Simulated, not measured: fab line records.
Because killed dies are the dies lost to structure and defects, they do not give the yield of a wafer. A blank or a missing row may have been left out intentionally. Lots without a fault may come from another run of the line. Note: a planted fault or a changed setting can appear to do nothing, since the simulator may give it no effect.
fab line records + flow rit_cmos
record
- lots=14
- wafers=42
- last_day=7
route steps=202 shown NWELL@37 PWELL@49
lots that met no fault: from a run of the same line without faults
start_h: hours from the record's opening day to when the first of the lot's shown wafers began + wait_h: hours from the lot's prior step to this one + " the same as in the row above + L1.1+2: a single row standing in for several wafers + - no value, or no start was given + * or withheld: withheld + < > ~ a bound
route shown NAME@n: names a module that has steps shown in the file, with the first one's number in the route + usual: mean and standard deviation over wafers with no fault + same: alike in all rows + chamber/n: place in a boat + sites: the reading at each site + _std_site: the standard deviation of these + _edge_site: inner sites' mean taken away from outer sites' mean + radius_mm: for every site, how far away it sits from the centre of the wafer + mask NAME#n: copy n + behind: the tool/chamber that last shaped the wafer + hold: why the lot was held/for how many hours/how that ended + device: whichever transistor did not switch (one of n, p or np) + end of line: the route-end tests of the same wafers + where a step has no rows: the recipe by itself + killed: dies lost to structure and defects at the first sort, not the wafer's yield + map: a wafer's dies, x killed, . not, _ none there
set.NAME: the setting as run; set.NAME@STEP: as run at that earlier step + model.NAME: the simulator's own value behind a step, which no gauge read
a sample of lots followed through the steps of the route, with each step as a table and each wafer as a row
services: the hour from which a tool's chamber was out of use, counted from the record's first day as start_h (under 0 if before that day), plus the number of hours and why
## steps
# step RIT_NWELL_STRIP_09
# recipe
- chemistry=O2
- time_s=180
- resist=NOVOLAK
- platen_temp_c=withheld
- power_w=500
- pressure_mtorr=4000
- o2_flow_sccm=4000
# usual
- chamber_pressure_mTorr=4000/3.5
- drypump_motor_current_A=5.4/0.38
| lot.wafer | tool            | chamber | start_h | wait_h | chamber_pressure_mTorr | drypump_motor_current_A | rf_hours_counter_h |
|-----------|-----------------|---------|---------|--------|------------------------|-------------------------|--------------------|
| L967.1    | plasma_asher-03 | 1       | 24.18   | 0.1    | 4007                   | 5.7                     | 38                 |
| L967.3    | "               | 0       | "       | "      | 4002                   | 4.8                     | -                  |
| L967.5    | "               | 0       | "       | "      | 4000                   | 4.8                     | -                  |
| L969.2    | plasma_asher-02 | 1       | 32.40   | 0.1    | 4002                   | 5.8                     | 39                 |
| L969.3    | "               | 1       | "       | "      | 3999                   | 5.7                     | -                  |
| L969.5    | "               | 0       | "       | "      | 4001                   | 5.3                     | -                  |
| L971.1    | plasma_asher-03 | 0       | 40.77   | 0.1    | 3999                   | 4.8                     | 40                 |
| L971.2    | "               | 1       | "       | "      | 4000                   | 5.7                     | 40                 |
| L971.6    | "               | 1       | "       | "      | 4000                   | 5.7                     | -                  |
| L972.1    | plasma_asher-02 | 0       | 48.95   | 0.1    | 4004                   | 5.3                     | 41                 |
| L972.2    | "               | 1       | "       | "      | 4001                   | 5.7                     | 41                 |
| L972.5    | "               | 1       | "       | "      | 3999                   | 5.7                     | -                  |
| L973.1    | plasma_asher-03 | 0       | 51.95   | 0.1    | 4001                   | 4.8                     | 41                 |
| L973.3    | "               | 0       | "       | "      | 3994                   | 4.8                     | -                  |
| L973.5    | "               | 1       | "       | "      | 4001                   | 5.7                     | -                  |
| L976.3    | plasma_asher-02 | 1       | 66.25   | 0.1    | 4006                   | 5.7                     | -                  |
| L976.4    | "               | 0       | "       | "      | 3999                   | 5.3                     | -                  |
| L976.6    | "               | 1       | "       | "      | 3995                   | 5.8                     | -                  |
| L977.2    | plasma_asher-02 | 1       | 71.05   | 0.1    | 3999                   | 5.7                     | 43                 |
| L977.4    | "               | 0       | "       | "      | 3998                   | 5.3                     | -                  |
| L977.6    | "               | 0       | "       | "      | 3996                   | 5.3                     | -                  |
| L982.1    | plasma_asher-01 | 1       | 97.33   | 0.1    | 3998                   | 5.9                     | 29                 |
| L982.2    | "               | 0       | "       | "      | 4005                   | 4.8                     | 29                 |
| L982.6    | "               | 1       | "       | "      | 3996                   | 5.9                     | -                  |
| L984.3    | plasma_asher-02 | 1       | 105.64  | 0.1    | -                      | -                       | -                  |
| L984.4    | "               | 0       | "       | "      | -                      | -                       | -                  |
| L984.5    | "               | 0       | "       | "      | -                      | -                       | -                  |
| L985.1    | plasma_asher-02 | 1       | 115.73  | 0.1    | -                      | -                       | -                  |
| L985.2    | "               | 0       | "       | "      | -                      | -                       | -                  |
| L985.3    | "               | 0       | "       | "      | -                      | -                       | -                  |
| L987.2    | plasma_asher-03 | 1       | 120.79  | 0.1    | 4001                   | 5.7                     | 49                 |
| L987.3    | "               | 1       | "       | "      | 3998                   | 5.7                     | -                  |
| L987.5    | "               | 1       | "       | "      | 3997                   | 5.7                     | -                  |
| L988.1    | plasma_asher-02 | 1       | 126.56  | 0.1    | 4001                   | 5.8                     | 50                 |
| L988.4    | "               | 1       | "       | "      | 3998                   | 5.7                     | -                  |
| L988.5    | "               | 1       | "       | "      | 4000                   | 5.7                     | -                  |
| L989.2    | plasma_asher-01 | 0       | 131.15  | 0.1    | 4000                   | 4.8                     | 33                 |
| L989.3    | "               | 0       | "       | "      | 3999                   | 4.8                     | -                  |
| L989.6    | "               | 1       | "       | "      | 4004                   | 5.9                     | -                  |
| L990.2    | plasma_asher-02 | 1       | 136.10  | 0.1    | 4002                   | 5.7                     | 51                 |
| L990.4    | "               | 0       | "       | "      | 3992                   | 5.3                     | -                  |
| L990.6    | "               | 0       | "       | "      | 4005                   | 5.3                     | -                  |
# step RIT_PWELL_TW_MEAS_10
# usual
- PWELL_TW=946/8.9
| lot.wafer | tool          | chamber | start_h | wait_h | PWELL_TW |
|-----------|---------------|---------|---------|--------|----------|
| L967.1    | film_metro-03 | -       | 26.04   | 0.1    | 932      |
| L967.3    | "             | -       | "       | "      | 940      |
| L967.5    | "             | -       | "       | "      | 942      |
| L969.2    | film_metro-04 | -       | 34.26   | 0.1    | 946      |
| L969.3    | "             | -       | "       | "      | 941      |
| L969.5    | "             | -       | "       | "      | 944      |
| L971.1    | film_metro-01 | -       | 42.49   | 0.1    | 962      |
| L971.2    | "             | -       | "       | "      | 962      |
| L971.6    | "             | -       | "       | "      | 961      |
| L972.1    | film_metro-03 | -       | 50.90   | 0.1    | 935      |
| L972.2    | "             | -       | "       | "      | 934      |
| L972.5    | "             | -       | "       | "      | 938      |
| L973.1    | film_metro-03 | -       | 53.98   | 0.1    | 932      |
| L973.3    | "             | -       | "       | "      | 929      |
| L973.5    | "             | -       | "       | "      | 934      |
| L976.3    | film_metro-01 | -       | 67.94   | 0.1    | 946      |
| L976.4    | "             | -       | "       | "      | 953      |
| L976.6    | "             | -       | "       | "      | 953      |
| L977.2    | film_metro-01 | -       | 72.91   | 0.1    | 958      |
| L977.4    | "             | -       | "       | "      | 961      |
| L977.6    | "             | -       | "       | "      | 957      |
| L982.1    | film_metro-04 | -       | 99.06   | 0.1    | 948      |
| L982.2    | "             | -       | "       | "      | 948      |
| L982.6    | "             | -       | "       | "      | 954      |
| L984.3    | film_metro-04 | -       | 107.32  | 0.1    | 30       |
| L984.4    | "             | -       | "       | "      | 30       |
| L984.5    | "             | -       | "       | "      | 30       |
| L985.1    | film_metro-04 | -       | 117.79  | 0.1    | 30       |
| L985.2    | "             | -       | "       | "      | 30       |
| L985.3    | "             | -       | "       | "      | 30       |
| L987.2    | film_metro-01 | -       | 122.65  | 0.1    | 944      |
| L987.3    | "             | -       | "       | "      | 948      |
| L987.5    | "             | -       | "       | "      | 950      |
| L988.1    | film_metro-04 | -       | 128.28  | 0.1    | 939      |
| L988.4    | "             | -       | "       | "      | 936      |
| L988.5    | "             | -       | "       | "      | 942      |
| L989.2    | film_metro-04 | -       | 132.89  | 0.1    | 942      |
| L989.3    | "             | -       | "       | "      | 949      |
| L989.6    | "             | -       | "       | "      | 944      |
| L990.2    | film_metro-03 | -       | 137.84  | 0.1    | 941      |
| L990.4    | "             | -       | "       | "      | 939      |
| L990.6    | "             | -       | "       | "      | 942      |
## services
| tool            | chamber | start_h | hours | kind   |
|-----------------|---------|---------|-------|--------|
| plasma_asher-03 | -       | 6.39    | 0.4   | repair |
| plasma_asher-03 | -       | 9.13    | 2.8   | pm     |
| plasma_asher-01 | -       | 70.32   | 15.6  | pm     |
| plasma_asher-02 | -       | 122.05  | 2.1   | repair |
## key
first_sign
- step=RIT_NWELL_STRIP_09
- reading=tool_record
- direction=missing
effect
- step=RIT_PWELL_TW_MEAS_10
- reading=PWELL_TW
- direction=down
- sigmas=99+
- usual=946
- struck=30
met_at RIT_NWELL_STRIP_09
struck_lots L984,L985
later_rows_left_out L984.3,L984.4,L984.5,L985.1,L985.2,L985.3
sort_left_out L984.3,L984.4,L984.5,L985.1,L985.2,L985.3
tester_left_out L984,L985
onset_between 71.05 105.64
fault
- kind=skipped_step_whole
- tool=plasma_asher-02
- chamber=-
- onset_h=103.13
- steps=RIT_NWELL_STRIP_09
- scope=struck_lots_only
# tester_left_out: of these lots the tester's yield and bins aren't shown, on N5 and GAA mostly nor the transistor test; their killed dies are dies lost to structure and defects alone, not to doping, threshold or leakage, so they don't give the yield
# sort_left_out: the simulated sort isn't trusted on such a fault, so these wafers' sort isn't shown, and their yield isn't known
# later_rows_left_out: the simulator's readings of these wafers behind a module that went badly wrong aren't trusted and aren't shown, but for the sort
